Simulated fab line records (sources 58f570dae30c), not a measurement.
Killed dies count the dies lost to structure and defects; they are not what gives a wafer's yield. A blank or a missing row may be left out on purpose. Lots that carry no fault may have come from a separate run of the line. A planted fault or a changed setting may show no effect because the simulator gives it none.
Lot-split experiment || flow berkeley-cmos170 || 5 lots, 23 wafers read, on a route of 331 steps

## ABOUT THE SPLIT
At UCB170_SACOX_OXIDATION_01 (target thk 14.4 nm, ox time 2400 s), the setting temp-c was moved away from the recipe's 900 C on 15 of the 23 wafers read, by -1.0% to +2.6%. All remaining wafers had this setting at the recipe value.

There is no step in the file separating the split from the reading.

## THE READING
SACOX_OXIDE_THK in nanometres, read at UCB170_SACOX_THK_MEAS_02. On this fab line, fault-free wafers typically give 14.40 nm with a standard deviation of 0.21 nm.

{"wafer": "L075.1", "tool, chamber at the split": "-, -", "temp-c as run, C": 915.3, "against the recipe": "+1.7%", "SACOX_OXIDE_THK, nm": 17.01, "against lot-mates on the recipe": "no lot-mate on the recipe"}
{"wafer": "L075.3", "tool, chamber at the split": "-, -", "temp-c as run, C": 915.3, "against the recipe": "+1.7%", "SACOX_OXIDE_THK, nm": 16.79, "against lot-mates on the recipe": "no lot-mate on the recipe"}
{"wafer": "L075.4", "tool, chamber at the split": "-, -", "temp-c as run, C": 915.3, "against the recipe": "+1.7%", "SACOX_OXIDE_THK, nm": 17.42, "against lot-mates on the recipe": "no lot-mate on the recipe"}
{"wafer": "L075.5", "tool, chamber at the split": "-, -", "temp-c as run, C": 915.3, "against the recipe": "+1.7%", "SACOX_OXIDE_THK, nm": 17.27, "against lot-mates on the recipe": "no lot-mate on the recipe"}
{"wafer": "L075.6", "tool, chamber at the split": "-, -", "temp-c as run, C": 915.3, "against the recipe": "+1.7%", "SACOX_OXIDE_THK, nm": 17.18, "against lot-mates on the recipe": "no lot-mate on the recipe"}
{"wafer": "L077.1", "tool, chamber at the split": "-, -", "temp-c as run, C": 900, "against the recipe": "recipe", "SACOX_OXIDE_THK, nm": 14.38, "against lot-mates on the recipe": "-"}
{"wafer": "L077.2", "tool, chamber at the split": "-, -", "temp-c as run, C": 900, "against the recipe": "recipe", "SACOX_OXIDE_THK, nm": 14.33, "against lot-mates on the recipe": "-"}
{"wafer": "L077.3", "tool, chamber at the split": "-, -", "temp-c as run, C": 900, "against the recipe": "recipe", "SACOX_OXIDE_THK, nm": 14.17, "against lot-mates on the recipe": "-"}
{"wafer": "L077.4", "tool, chamber at the split": "-, -", "temp-c as run, C": 900, "against the recipe": "recipe", "SACOX_OXIDE_THK, nm": 14.55, "against lot-mates on the recipe": "-"}
{"wafer": "L077.5", "tool, chamber at the split": "-, -", "temp-c as run, C": 900, "against the recipe": "recipe", "SACOX_OXIDE_THK, nm": 14.57, "against lot-mates on the recipe": "-"}
{"wafer": "L078.1", "tool, chamber at the split": "furnace-02, 0", "temp-c as run, C": 900, "against the recipe": "recipe", "SACOX_OXIDE_THK, nm": 14.40, "against lot-mates on the recipe": "-"}
{"wafer": "L078.3", "tool, chamber at the split": "furnace-02, 0", "temp-c as run, C": 900, "against the recipe": "recipe", "SACOX_OXIDE_THK, nm": 14.40, "against lot-mates on the recipe": "-"}
{"wafer": "L078.6", "tool, chamber at the split": "furnace-02, 0", "temp-c as run, C": 900, "against the recipe": "recipe", "SACOX_OXIDE_THK, nm": 14.66, "against lot-mates on the recipe": "-"}
{"wafer": "L080.1", "tool, chamber at the split": "-, -", "temp-c as run, C": 923.4, "against the recipe": "+2.6%", "SACOX_OXIDE_THK, nm": 18.37, "against lot-mates on the recipe": "no lot-mate on the recipe"}
{"wafer": "L080.2", "tool, chamber at the split": "-, -", "temp-c as run, C": 923.4, "against the recipe": "+2.6%", "SACOX_OXIDE_THK, nm": 18.35, "against lot-mates on the recipe": "no lot-mate on the recipe"}
{"wafer": "L080.3", "tool, chamber at the split": "-, -", "temp-c as run, C": 923.4, "against the recipe": "+2.6%", "SACOX_OXIDE_THK, nm": 18.06, "against lot-mates on the recipe": "no lot-mate on the recipe"}
{"wafer": "L080.4", "tool, chamber at the split": "-, -", "temp-c as run, C": 923.4, "against the recipe": "+2.6%", "SACOX_OXIDE_THK, nm": 18.29, "against lot-mates on the recipe": "no lot-mate on the recipe"}
{"wafer": "L080.5", "tool, chamber at the split": "-, -", "temp-c as run, C": 923.4, "against the recipe": "+2.6%", "SACOX_OXIDE_THK, nm": 18.62, "against lot-mates on the recipe": "no lot-mate on the recipe"}
{"wafer": "L082.1", "tool, chamber at the split": "-, -", "temp-c as run, C": 891, "against the recipe": "-1.0%", "SACOX_OXIDE_THK, nm": 13.14, "against lot-mates on the recipe": "no lot-mate on the recipe"}
{"wafer": "L082.2", "tool, chamber at the split": "-, -", "temp-c as run, C": 891, "against the recipe": "-1.0%", "SACOX_OXIDE_THK, nm": 13.16, "against lot-mates on the recipe": "no lot-mate on the recipe"}
{"wafer": "L082.3", "tool, chamber at the split": "-, -", "temp-c as run, C": 891, "against the recipe": "-1.0%", "SACOX_OXIDE_THK, nm": 13.23, "against lot-mates on the recipe": "no lot-mate on the recipe"}
{"wafer": "L082.5", "tool, chamber at the split": "-, -", "temp-c as run, C": 891, "against the recipe": "-1.0%", "SACOX_OXIDE_THK, nm": 13.09, "against lot-mates on the recipe": "no lot-mate on the recipe"}
{"wafer": "L082.6", "tool, chamber at the split": "-, -", "temp-c as run, C": 891, "against the recipe": "-1.0%", "SACOX_OXIDE_THK, nm": 13.16, "against lot-mates on the recipe": "no lot-mate on the recipe"}

THE FIT
A straight line over all 23 wafers: SACOX_OXIDE_THK changes by +1.47 nm for each +1% of temp-c; r = +1.00; the points scatter about the line by 0.19 nm.
Too few moved wafers have a lot-mate on the recipe to fit a line with each lot's own level taken away.

## THE WHOLE CHAIN: every reading that the file lists as answering this split, in the file's order
{"step": "UCB170_SACOX_OXIDATION_01", "what it does": "target thk 14.4 nm, ox time 2400 s", "reading": "SiO2_of_SACOX_OXIDATION_01.thk-nm (the simulator's own value, which no gauge read)", "change (the file's fit)": "+1.48 nm for each +1% of the setting", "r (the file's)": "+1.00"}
{"step": "UCB170_SACOX_THK_MEAS_02", "what it does": "", "reading": "SACOX_OXIDE_THK", "change (the file's fit)": "+1.47 for each +1% of the setting", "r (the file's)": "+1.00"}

## FILE'S OWN FIT
SACOX_OXIDE_THK changes by +1.47 nm for each +1% of temp-c, r = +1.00.
